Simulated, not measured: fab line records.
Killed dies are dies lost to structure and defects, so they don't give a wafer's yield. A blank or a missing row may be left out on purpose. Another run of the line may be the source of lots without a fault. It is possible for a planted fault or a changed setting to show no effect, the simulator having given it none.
Chamber matching :: flow berkeley_cmos170 :: rie_si-01 running UCB170_GATE_ETCH_15: 3 sister chambers
The step etches poly-Si in HBr/Cl2, stops on SiO2, time 56.3 s, target depth 278.2 nm. 3 wafers are shown with their chamber, then 6 later ones without.

## WAFERS PAIRED WITH THEIR CHAMBERS
wafer: L792.2
chamber: 2
throttle_valve_pct (%): 26.22

wafer: L792.4
chamber: 0
throttle_valve_pct (%): 26.96

wafer: L800.5
chamber: 1
throttle_valve_pct (%): 26.56

## WAFERS WITH NO CHAMBER GIVEN
wafer: L800.6
throttle_valve_pct (%): 26.24

wafer: L796.2
throttle_valve_pct (%): 26.56

wafer: L796.4
throttle_valve_pct (%): 26.97

wafer: L796.5
throttle_valve_pct (%): 26.97

wafer: L799.1
throttle_valve_pct (%): 26.24

wafer: L799.3
throttle_valve_pct (%): 26.96

## WHICH CHAMBER EACH ONE RAN IN
wafer: L800.6
from the rows above: 2
in truth: 2

wafer: L796.2
from the rows above: 1
in truth: 1

wafer: L796.4
from the rows above: 0
in truth: 0

wafer: L796.5
from the rows above: 0
in truth: 0

wafer: L799.1
from the rows above: 2
in truth: 2

wafer: L799.3
from the rows above: 0
in truth: 0
Correctly placed: 6 of 6. Can't be placed from these rows: 0. Placed wrongly: 0.
How it was worked out, from the rows above alone: a wafer's distance from a chamber is the root of the sum, over the readings, of the square of ((its reading less the chamber's mean) divided by the reading's scatter). If the next closest chamber is less than 2 further off than the closest, the wafer can't be placed; otherwise it belongs to the closest. For every chamber, the mean is computed from those of its wafers that are shown. The scatter: root of mean squared gap, hidden wafer to nearest shown wafer, with one shown wafer a chamber.
